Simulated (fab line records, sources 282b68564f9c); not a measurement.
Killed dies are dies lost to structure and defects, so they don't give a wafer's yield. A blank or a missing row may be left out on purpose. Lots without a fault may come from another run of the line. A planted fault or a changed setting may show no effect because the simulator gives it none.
fab line records | flow rit_cmos
record lots=5 wafers=15 last_day=7
route steps=202 shown NRETRO@55 PRETRO@64 GATE@75
lots that met no fault: from a run of the same line without faults
start_h: hours from the record's first day to the start of the lot's first wafer shown | wait_h: hours since the lot's step before | " the same as in the row above | L1.1+2: a row that stands for several wafers | - no value, or no start given | * or withheld: withheld | < > ~ a bound
route shown NAME@n: a module of which the file shows steps, and the number in the route of the first | usual: mean/standard deviation of fault-free wafers | same: alike in all rows | chamber/n: place in a boat | sites: the reading at each site | _std_site: their standard deviation | _edge_site: outer sites' mean less inner sites' | radius_mm: how far each site lies from the wafer's centre | mask NAME#n: copy n | behind: the tool/chamber that last shaped the wafer | hold: why the lot was held/for how many hours/how that ended | device: the transistor (n, p or np) that didn't switch | end of line: the same wafers' tests at the end of the route | a step without rows: its recipe alone | killed: dies lost to structure and defects at the first sort, not the wafer's yield | map: a wafer's dies, x killed, . not, _ none there
set.NAME: the setting as run; set.NAME@STEP: as run at that earlier step | model.NAME: the simulator's own value behind a step, which no gauge read
lots at some steps of the route; a table a step, a row a wafer
services: from which hour (start_h, from the record's first day; less than 0 if before it) a tool's chamber was out of use, for how many hours, and why
## steps
# step RIT_NRETRO_SOFTBAKE_02
# recipe resist=NOVOLAK temp_c=90 time_s=60
# step RIT_NRETRO_EXPOSE_03
# recipe mask_id=M4 na=0.57 target_cd_nm=43900 dose_mj=250
# step RIT_NRETRO_PEB_04
# recipe resist=NOVOLAK temp_c=withheld time_s=withheld
# step RIT_NRETRO_DEVELOP_05
# recipe resist=NOVOLAK develop_time_s=68 dev_temp_c=23
# step RIT_NRETRO_OVL_MEAS_06
# usual NRETRO_OVL=0.5/1.4
# columns lot.wafer tool chamber start_h wait_h NRETRO_OVL[nm]
L947.3 overlay-01 - 34.05 - -0.1
L947.4 " - " " 0.7
L947.6 " - " " 0.7
L956.2 overlay-01 - 79.58 - -1.3
L956.4 " - " " -1.2
L956.5 " - " " -0.8
L963.3 overlay-02 - 115.29 - -0.3
L963.4 " - " " -0.1
L963.5 " - " " 1.7
L968.1 overlay-01 - 139.96 - 1.5
L968.3 " - " " 3.0
L968.4 " - " " 1.2
L969.4 overlay-01 - 144.42 - -1.1
L969.5 " - " " 0.9
L969.6 " - " " 0.5
# step RIT_NRETRO_HARDBAKE_07
# recipe resist=NOVOLAK temp_c=140 time_s=120
# step RIT_NRETRO_IMPLANT_08
# recipe species=P energy_kev=70 dose_cm2=1e+13 tilt_deg=7
# step RIT_NRETRO_STRIP_09
# recipe chemistry=O2 time_s=180 resist=NOVOLAK platen_temp_c=withheld power_w=500 pressure_mtorr=4000 o2_flow_sccm=4000
# usual drypump_motor_current_A=5.7/0.5
# columns lot.wafer tool chamber start_h wait_h drypump_motor_current_A rf_hours_counter_h
L947.3 plasma_asher-03 1 34.53 0.1 6.0 -
L947.4 " 0 " " 5.8 -
L947.6 " 1 " " 6.0 -
L956.2 plasma_asher-02 1 80.01 0.1 4.7 30
L956.4 " 0 " " 5.8 -
L956.5 " 0 " " 5.7 -
L963.3 plasma_asher-03 1 115.77 0.1 6.1 -
L963.4 " 0 " " 5.8 -
L963.5 " 0 " " 5.9 -
L968.1 plasma_asher-03 0 140.39 0.1 5.9 51
L968.3 " 1 " " 6.1 -
L968.4 " 0 " " 5.9 -
L969.4 plasma_asher-02 0 144.90 0.1 5.7 -
L969.5 " 0 " " 5.7 -
L969.6 " 1 " " 4.7 -
# step RIT_NRETRO_TW_MEAS_10
# usual NRETRO_TW=1062/11
# columns lot.wafer tool chamber start_h wait_h NRETRO_TW
L947.3 film_metro-04 - 34.67 0.1 1051
L947.4 " - " " 1065
L947.6 " - " " 1059
L956.2 film_metro-02 - 80.19 0.1 1082
L956.4 " - " " 1081
L956.5 " - " " 1081
L963.3 film_metro-02 - 115.91 0.1 1073
L963.4 " - " " 1069
L963.5 " - " " 1068
L968.1 film_metro-04 - 140.57 0.1 1056
L968.3 " - " " 1062
L968.4 " - " " 1056
L969.4 film_metro-04 - 145.04 0.1 1050
L969.5 " - " " 1056
L969.6 " - " " 1050
# step RIT_PRETRO_HMDS_00
# recipe prime_time_s=60 prime_temp_c=140
# step RIT_PRETRO_COAT_01
# recipe resist=NOVOLAK spin_rpm=2000 resist_thk_nm=1300
# step RIT_PRETRO_SOFTBAKE_02
# recipe resist=NOVOLAK temp_c=90 time_s=60
# step RIT_PRETRO_EXPOSE_03
# recipe mask_id=M5 na=0.57 target_cd_nm=43700 dose_mj=250
# columns lot.wafer tool chamber start_h wait_h mask
L947.3+4+6 iline_stepper-02 0 35.32 0.2 M5#0
L956.2+4+5 iline_stepper-01 0 80.71 0.1 M4#0
L963.3+4+5 iline_stepper-01 0 116.56 0.2 M5#0
L968.1+3+4 iline_stepper-01 0 141.26 0.2 M5#0
L969.4+5+6 iline_stepper-01 0 145.58 0.1 M5#0
# step RIT_PRETRO_PEB_04
# recipe resist=NOVOLAK temp_c=withheld time_s=withheld
# step RIT_PRETRO_DEVELOP_05
# recipe resist=NOVOLAK develop_time_s=68 dev_temp_c=23
# step RIT_PRETRO_OVL_MEAS_06
# usual PRETRO_OVL=-0.2/1.3
# columns lot.wafer tool chamber start_h wait_h PRETRO_OVL[nm]
L947.3 overlay-01 - 35.73 - 0.9
L947.4 " - " " 0.4
L947.6 " - " " 0.1
L956.2 overlay-01 - 81.13 - -
L956.4 " - " " -
L956.5 " - " " -
L963.3 overlay-01 - 116.96 - -1.9
L963.4 " - " " 0.2
L963.5 " - " " -1.1
L968.1 overlay-02 - 141.69 - 1.4
L968.3 " - " " 1.8
L968.4 " - " " 1.0
L969.4 overlay-01 - 145.97 - 2.2
L969.5 " - " " 1.2
L969.6 " - " " 0.3
# step RIT_PRETRO_HARDBAKE_07
# recipe resist=NOVOLAK temp_c=141.4 time_s=120
# step RIT_PRETRO_IMPLANT_08
# recipe species=B energy_kev=44.69 dose_cm2=1.2e+13 tilt_deg=7
# step RIT_PRETRO_STRIP_09
# recipe chemistry=O2 time_s=180 resist=NOVOLAK platen_temp_c=withheld power_w=500 pressure_mtorr=4000 o2_flow_sccm=4000
# usual drypump_motor_current_A=5.5/0.62
# columns lot.wafer tool chamber start_h wait_h drypump_motor_current_A rf_hours_counter_h
L947.3 plasma_asher-01 0 36.21 0.1 6.4 -
L947.4 " 1 " " 6.0 -
L947.6 " 1 " " 6.0 -
L956.2 plasma_asher-02 1 81.56 0.1 4.7 30
L956.4 " 1 " " 4.7 -
L956.5 " 1 " " 4.7 -
L963.3 plasma_asher-02 0 117.44 0.1 5.7 -
L963.4 " 1 " " 4.7 -
L963.5 " 1 " " 4.7 -
L968.1 plasma_asher-02 1 142.13 0.1 4.7 37
L968.3 " 0 " " 5.7 -
L968.4 " 1 " " 4.7 -
L969.4 plasma_asher-02 1 146.45 0.1 4.7 -
L969.5 " 1 " " 4.7 -
L969.6 " 0 " " 5.7 -
# step RIT_PRETRO_TW_MEAS_10
# usual PRETRO_TW=478/7.7
# columns lot.wafer tool chamber start_h wait_h PRETRO_TW
L947.3 film_metro-01 - 36.35 0.1 467
L947.4 " - " " 470
L947.6 " - " " 470
L956.2 film_metro-02 - 81.74 0.1 31
L956.4 " - " " 31
L956.5 " - " " 31
L963.3 film_metro-01 - 117.58 0.1 469
L963.4 " - " " 470
L963.5 " - " " 468
L968.1 film_metro-01 - 142.30 0.1 470
L968.3 " - " " 472
L968.4 " - " " 471
L969.4 film_metro-02 - 146.60 0.1 484
L969.5 " - " " 485
L969.6 " - " " 482
# step RIT_GATE_WET_ETCH_00
# recipe chemistry=BOE target=SiO2 target_depth_nm=56 time_s=60 dry=n2_spin dilution=10:1 temp_c=21.5
## services
# columns tool chamber start_h hours kind
plasma_asher-03 - 45.88 4.0 pm
plasma_asher-03 - 108.71 1.9 repair
plasma_asher-01 - 108.75 9.0 pm
plasma_asher-01 0 108.75 9.0 vent_cycle
plasma_asher-01 1 108.75 9.0 vent_cycle
plasma_asher-01 - 115.26 0.9 repair
plasma_asher-01 0 117.75 - clean
plasma_asher-01 1 117.75 - clean
iline_stepper-01 - 130.32 1.7 pm
plasma_asher-03 - 130.36 2.8 pm
iline_stepper-02 - 139.24 1.7 pm
## key
first_sign step=RIT_PRETRO_EXPOSE_03 reading=mask direction=changed
effect step=RIT_PRETRO_OVL_MEAS_06 reading=PRETRO_OVL direction=missing
effect step=RIT_PRETRO_TW_MEAS_10 reading=PRETRO_TW direction=down sigmas=58 usual=478 struck=31
met_at RIT_PRETRO_EXPOSE_03
struck_wafers L956.2,L956.4,L956.5
sort_left_out L956.2,L956.4,L956.5
tester_left_out L956
fault kind=wrong_mask tool=any chamber=- onset_h=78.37 steps=RIT_PRETRO_EXPOSE_03 aux_copy=M4#0 scope=struck_lots_only
# tester_left_out: of these lots the tester's yield and bins aren't shown, on N5 and GAA mostly nor the transistor test; their killed dies are dies lost to structure and defects alone, not to doping, threshold or leakage, so they don't give the yield
# sort_left_out: the simulated sort isn't trusted on such a fault, so these wafers' sort isn't shown, and their yield isn't known
